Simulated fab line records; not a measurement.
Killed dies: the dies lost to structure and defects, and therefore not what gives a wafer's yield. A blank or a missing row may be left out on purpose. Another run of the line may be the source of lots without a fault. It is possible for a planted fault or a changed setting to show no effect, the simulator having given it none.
Chamber matching / flow berkeleyCmos170 / rieSi-01 running UCB170_GATE_ETCH_15: 4 sister chambers
The step etches poly-Si in HBr/Cl2, stops on SiO2, time 56.3 s, target depth 278.2 nm. 4 wafers are shown with their chamber, then 6 later ones without.

== WAFERS PAIRED WITH THEIR CHAMBERS ==
wafer=L171.1; chamber=2; throttleValvePct (%)=26.37
wafer=L169.6; chamber=0; throttleValvePct (%)=26.41
wafer=L173.1; chamber=3; throttleValvePct (%)=26.84
wafer=L173.4; chamber=1; throttleValvePct (%)=26.34

== WAFERS WHOSE CHAMBER IS MISSING ==
wafer=L173.6; throttleValvePct (%)=26.37
wafer=L176.1; throttleValvePct (%)=26.41
wafer=L176.3; throttleValvePct (%)=26.86
wafer=L176.6; throttleValvePct (%)=26.37
wafer=L183.2; throttleValvePct (%)=26.40
wafer=L183.5; throttleValvePct (%)=26.40

== EACH ONE'S CHAMBER ==
wafer=L173.6; from the rows above=2; in truth=2
wafer=L176.1; from the rows above=0; in truth=0
wafer=L176.3; from the rows above=3; in truth=3
wafer=L176.6; from the rows above=2; in truth=2
wafer=L183.2; from the rows above=can't be placed: 0 or 2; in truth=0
wafer=L183.5; from the rows above=can't be placed: 0 or 2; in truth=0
Placed correctly: 4 of 6. These rows do not allow placing 2 (true chamber among the candidates in 2). Wrongly placed: 0.
How it was worked out, from the rows above alone: a wafer's distance from a chamber is the root of the sum, over the readings, of the square of ((its reading less the chamber's mean) divided by the reading's scatter). If the next closest chamber is less than 2 further off than the closest, the wafer can't be placed; otherwise it belongs to the closest. Each chamber's mean is taken over the wafers shown for it. The scatter: with one shown wafer a chamber, the root of the mean of the squares of how far each hidden wafer lies from its nearest shown one.
